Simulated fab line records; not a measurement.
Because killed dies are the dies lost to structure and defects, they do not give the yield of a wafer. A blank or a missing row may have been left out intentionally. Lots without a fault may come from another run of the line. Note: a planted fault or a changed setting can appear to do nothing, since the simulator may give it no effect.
fab line records :: flow berkeley-cmos170
record:
  lots: 12
  wafers: 36
  last-day: 14
route steps=331 shown ZERO@13
lots with no fault: from the same line, run without faults
start-h: start of the lot's first displayed wafer, in hours after the record's first day :: wait-h: hours since the lot's step before :: " unchanged from the row above :: L1.1+2: a row that stands for several wafers :: - no value present, or no start provided :: * or withheld: withheld :: < > ~ a bound
route shown NAME@n: a module of which the file shows steps, and the number in the route of the first :: usual: the fault-free wafers' mean and standard deviation :: same: alike in all rows :: chamber/n: place in a boat :: sites: readings site by site :: _std_site: the values' standard deviation :: _edge_site: inner sites' mean taken away from outer sites' mean :: radius-mm: how far each site lies from the wafer's centre :: mask NAME#n: copy n :: behind: tool/chamber where the wafer was last shaped :: hold: what put the lot on hold/how long, in hours/how the hold closed :: device: the transistor (n, p or np) that didn't switch :: end of line: at the end of the route, the tests of the same wafers :: a step with no rows: only its recipe :: killed: count of dies lost to structure and defects at first sort (not the wafer's yield) :: map: a wafer's dies, marking killed ones x, the rest . and places with no die _
set.NAME: the setting that was run; set.NAME@STEP: the one run at that earlier step :: model.NAME: the simulator's own value behind a step, which no gauge read
one table for each step of the route and one row for each wafer, over a sample of lots
services: a tool's chamber out of use, with start hour (start-h, from the record's first day; less than 0 if before it), hours out, and reason
== steps ==
step: UCB170_ZERO_STRIP_07
recipe:
  chemistry: O2
  power-w: 400
  pressure-mtorr: 3500
  platen-temp-c: withheld
  o2-flow-sccm: 400
  overash-fraction: 0.5
usual:
  drypump-motor-current-A: 5.5/0.38
  o2-flow-sccm: 399.8/1.3
  oes-product-au: 0.728/0.0046
  strip-time-to-endpoint-s: 21.48/0.065
lot.wafer: L146.1
tool: plasma-asher-03
chamber: 0
start-h: 21.02
wait-h: 0.0
drypump-motor-current-A: 6.1
o2-flow-sccm: 400.3
oes-product-au: 0.731
rf-hours-counter-h: 27
strip-time-to-endpoint-s: 21.50

lot.wafer: L146.3
tool: plasma-asher-03
chamber: 0
start-h: 21.02
wait-h: 0.0
drypump-motor-current-A: 6.1
o2-flow-sccm: 399.7
oes-product-au: 0.722
rf-hours-counter-h: -
strip-time-to-endpoint-s: 21.55

lot.wafer: L146.4
tool: plasma-asher-03
chamber: 1
start-h: 21.02
wait-h: 0.0
drypump-motor-current-A: 4.9
o2-flow-sccm: 399.9
oes-product-au: 0.728
rf-hours-counter-h: -
strip-time-to-endpoint-s: 21.50

lot.wafer: L147.1
tool: plasma-asher-02
chamber: 1
start-h: 28.94
wait-h: 0.0
drypump-motor-current-A: 5.8
o2-flow-sccm: 399.2
oes-product-au: 0.729
rf-hours-counter-h: 30
strip-time-to-endpoint-s: 21.53

lot.wafer: L147.4
tool: plasma-asher-02
chamber: 1
start-h: 28.94
wait-h: 0.0
drypump-motor-current-A: 5.8
o2-flow-sccm: 398.6
oes-product-au: 0.728
rf-hours-counter-h: -
strip-time-to-endpoint-s: 21.56

lot.wafer: L147.6
tool: plasma-asher-02
chamber: 1
start-h: 28.94
wait-h: 0.0
drypump-motor-current-A: 5.8
o2-flow-sccm: 400.0
oes-product-au: 0.720
rf-hours-counter-h: -
strip-time-to-endpoint-s: 21.49

lot.wafer: L148.2
tool: plasma-asher-04
chamber: 1
start-h: 29.04
wait-h: 0.0
drypump-motor-current-A: 5.7
o2-flow-sccm: 398.4
oes-product-au: 0.725
rf-hours-counter-h: 23
strip-time-to-endpoint-s: 21.52

lot.wafer: L148.3
tool: plasma-asher-04
chamber: 0
start-h: 29.04
wait-h: 0.0
drypump-motor-current-A: 5.4
o2-flow-sccm: 398.2
oes-product-au: 0.727
rf-hours-counter-h: -
strip-time-to-endpoint-s: 21.51

lot.wafer: L148.4
tool: plasma-asher-04
chamber: 1
start-h: 29.04
wait-h: 0.0
drypump-motor-current-A: 5.6
o2-flow-sccm: 398.7
oes-product-au: 0.730
rf-hours-counter-h: -
strip-time-to-endpoint-s: 21.58

lot.wafer: L149.1
tool: plasma-asher-04
chamber: 1
start-h: 38.92
wait-h: 0.0
drypump-motor-current-A: 5.7
o2-flow-sccm: 400.4
oes-product-au: 0.726
rf-hours-counter-h: 24
strip-time-to-endpoint-s: 21.64

lot.wafer: L149.5
tool: plasma-asher-04
chamber: 1
start-h: 38.92
wait-h: 0.0
drypump-motor-current-A: 5.7
o2-flow-sccm: 400.6
oes-product-au: 0.726
rf-hours-counter-h: -
strip-time-to-endpoint-s: 21.54

lot.wafer: L149.6
tool: plasma-asher-04
chamber: 0
start-h: 38.92
wait-h: 0.0
drypump-motor-current-A: 5.4
o2-flow-sccm: 398.7
oes-product-au: 0.729
rf-hours-counter-h: -
strip-time-to-endpoint-s: 21.50

lot.wafer: L150.2
tool: plasma-asher-04
chamber: 0
start-h: 39.20
wait-h: 0.0
drypump-motor-current-A: 5.4
o2-flow-sccm: 197.0
oes-product-au: 0.671
rf-hours-counter-h: 25
strip-time-to-endpoint-s: 24.51

lot.wafer: L150.5
tool: plasma-asher-04
chamber: 1
start-h: 39.20
wait-h: 0.0
drypump-motor-current-A: 5.6
o2-flow-sccm: 201.2
oes-product-au: 0.664
rf-hours-counter-h: -
strip-time-to-endpoint-s: 24.65

lot.wafer: L150.6
tool: plasma-asher-04
chamber: 0
start-h: 39.20
wait-h: 0.0
drypump-motor-current-A: 5.4
o2-flow-sccm: 200.1
oes-product-au: 0.668
rf-hours-counter-h: -
strip-time-to-endpoint-s: 24.56

lot.wafer: L151.4
tool: plasma-asher-04
chamber: 0
start-h: 50.58
wait-h: 0.0
drypump-motor-current-A: 5.4
o2-flow-sccm: 200.1
oes-product-au: 0.670
rf-hours-counter-h: -
strip-time-to-endpoint-s: 24.53

lot.wafer: L151.5
tool: plasma-asher-04
chamber: 1
start-h: 50.58
wait-h: 0.0
drypump-motor-current-A: 5.7
o2-flow-sccm: 198.7
oes-product-au: 0.672
rf-hours-counter-h: -
strip-time-to-endpoint-s: 24.58

lot.wafer: L151.6
tool: plasma-asher-04
chamber: 0
start-h: 50.58
wait-h: 0.0
drypump-motor-current-A: 5.4
o2-flow-sccm: 198.8
oes-product-au: 0.668
rf-hours-counter-h: -
strip-time-to-endpoint-s: 24.57

lot.wafer: L161.1
tool: plasma-asher-03
chamber: 0
start-h: 94.91
wait-h: 0.0
drypump-motor-current-A: 6.1
o2-flow-sccm: 400.0
oes-product-au: 0.719
rf-hours-counter-h: 35
strip-time-to-endpoint-s: 21.40

lot.wafer: L161.4
tool: plasma-asher-03
chamber: 0
start-h: 94.91
wait-h: 0.0
drypump-motor-current-A: 6.1
o2-flow-sccm: 399.1
oes-product-au: 0.719
rf-hours-counter-h: -
strip-time-to-endpoint-s: 21.38

lot.wafer: L161.5
tool: plasma-asher-03
chamber: 1
start-h: 94.91
wait-h: 0.0
drypump-motor-current-A: 4.9
o2-flow-sccm: 400.4
oes-product-au: 0.724
rf-hours-counter-h: -
strip-time-to-endpoint-s: 21.36

lot.wafer: L163.1
tool: plasma-asher-02
chamber: 1
start-h: 104.12
wait-h: 0.0
drypump-motor-current-A: 5.8
o2-flow-sccm: 398.9
oes-product-au: 0.729
rf-hours-counter-h: 39
strip-time-to-endpoint-s: 21.58

lot.wafer: L163.5
tool: plasma-asher-02
chamber: 0
start-h: 104.12
wait-h: 0.0
drypump-motor-current-A: 5.0
o2-flow-sccm: 398.1
oes-product-au: 0.724
rf-hours-counter-h: -
strip-time-to-endpoint-s: 21.54

lot.wafer: L163.6
tool: plasma-asher-02
chamber: 1
start-h: 104.12
wait-h: 0.0
drypump-motor-current-A: 5.8
o2-flow-sccm: 400.3
oes-product-au: 0.730
rf-hours-counter-h: -
strip-time-to-endpoint-s: 21.58

lot.wafer: L165.1
tool: plasma-asher-03
chamber: 1
start-h: 117.85
wait-h: 0.0
drypump-motor-current-A: 4.9
o2-flow-sccm: 402.1
oes-product-au: 0.729
rf-hours-counter-h: 38
strip-time-to-endpoint-s: 21.50

lot.wafer: L165.2
tool: plasma-asher-03
chamber: 0
start-h: 117.85
wait-h: 0.0
drypump-motor-current-A: 6.1
o2-flow-sccm: 400.3
oes-product-au: 0.724
rf-hours-counter-h: 38
strip-time-to-endpoint-s: 21.54

lot.wafer: L165.5
tool: plasma-asher-03
chamber: 0
start-h: 117.85
wait-h: 0.0
drypump-motor-current-A: 6.1
o2-flow-sccm: 401.3
oes-product-au: 0.725
rf-hours-counter-h: -
strip-time-to-endpoint-s: 21.55

lot.wafer: L167.2
tool: plasma-asher-04
chamber: 1
start-h: 128.41
wait-h: 0.0
drypump-motor-current-A: 5.7
o2-flow-sccm: 402.7
oes-product-au: 0.725
rf-hours-counter-h: 35
strip-time-to-endpoint-s: 21.51

lot.wafer: L167.3
tool: plasma-asher-04
chamber: 0
start-h: 128.41
wait-h: 0.0
drypump-motor-current-A: 5.4
o2-flow-sccm: 399.8
oes-product-au: 0.735
rf-hours-counter-h: -
strip-time-to-endpoint-s: 21.45

lot.wafer: L167.4
tool: plasma-asher-04
chamber: 1
start-h: 128.41
wait-h: 0.0
drypump-motor-current-A: 5.6
o2-flow-sccm: 402.3
oes-product-au: 0.724
rf-hours-counter-h: -
strip-time-to-endpoint-s: 21.46

lot.wafer: L168.1
tool: plasma-asher-03
chamber: 0
start-h: 132.97
wait-h: 0.0
drypump-motor-current-A: 6.1
o2-flow-sccm: 400.5
oes-product-au: 0.731
rf-hours-counter-h: 39
strip-time-to-endpoint-s: 21.54

lot.wafer: L168.2
tool: plasma-asher-03
chamber: 1
start-h: 132.97
wait-h: 0.0
drypump-motor-current-A: 4.9
o2-flow-sccm: 399.4
oes-product-au: 0.731
rf-hours-counter-h: 39
strip-time-to-endpoint-s: 21.55

lot.wafer: L168.5
tool: plasma-asher-03
chamber: 0
start-h: 132.97
wait-h: 0.0
drypump-motor-current-A: 6.1
o2-flow-sccm: 397.8
oes-product-au: 0.729
rf-hours-counter-h: -
strip-time-to-endpoint-s: 21.59

lot.wafer: L169.1
tool: plasma-asher-02
chamber: 0
start-h: 141.99
wait-h: 0.0
drypump-motor-current-A: 5.0
o2-flow-sccm: 397.8
oes-product-au: 0.721
rf-hours-counter-h: 2
strip-time-to-endpoint-s: 21.43

lot.wafer: L169.2
tool: plasma-asher-02
chamber: 1
start-h: 141.99
wait-h: 0.0
drypump-motor-current-A: 5.8
o2-flow-sccm: 399.8
oes-product-au: 0.722
rf-hours-counter-h: 2
strip-time-to-endpoint-s: 21.41

lot.wafer: L169.5
tool: plasma-asher-02
chamber: 0
start-h: 141.99
wait-h: 0.0
drypump-motor-current-A: 5.0
o2-flow-sccm: 399.5
oes-product-au: 0.727
rf-hours-counter-h: -
strip-time-to-endpoint-s: 21.42
== services ==
tool: plasma-asher-02
chamber: -
start-h: 108.75
hours: 9.0
kind: pm

tool: plasma-asher-02
chamber: 0
start-h: 108.75
hours: 9.0
kind: vent-cycle

tool: plasma-asher-02
chamber: 1
start-h: 108.75
hours: 9.0
kind: vent-cycle

tool: plasma-asher-02
chamber: 0
start-h: 117.75
hours: -
kind: clean

tool: plasma-asher-02
chamber: 1
start-h: 117.75
hours: -
kind: clean
== key ==
first-sign:
  step: UCB170_ZERO_STRIP_07
  reading: o2-flow-sccm
  direction: down
  sigmas: 99+
  usual: 399.8
  struck: 199.3
effect:
  step: UCB170_ZERO_STRIP_07
  reading: strip-time-to-endpoint-s
  direction: up
  sigmas: 47
  usual: *
  struck: *
met-at UCB170_ZERO_STRIP_07
struck-lots L150,L151
tester-left-out L150,L151
onset-between 38.92 39.20
fault:
  kind: process-parameter-drift
  tool: plasma-asher-04
  chamber: -
  onset-h: 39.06
  steps: UCB170_ZERO_STRIP_07
  channel: o2-flow-sccm
  offset: -200
  shape: step
  end-h: 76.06
  acts-in: these-recipes-only
  stated: 400
tester-left-out: of these lots the tester's yield and bins aren't shown, on N5 and GAA mostly nor the transistor test; their killed dies are dies lost to structure and defects alone, not to doping, threshold or leakage, so they don't give the yield
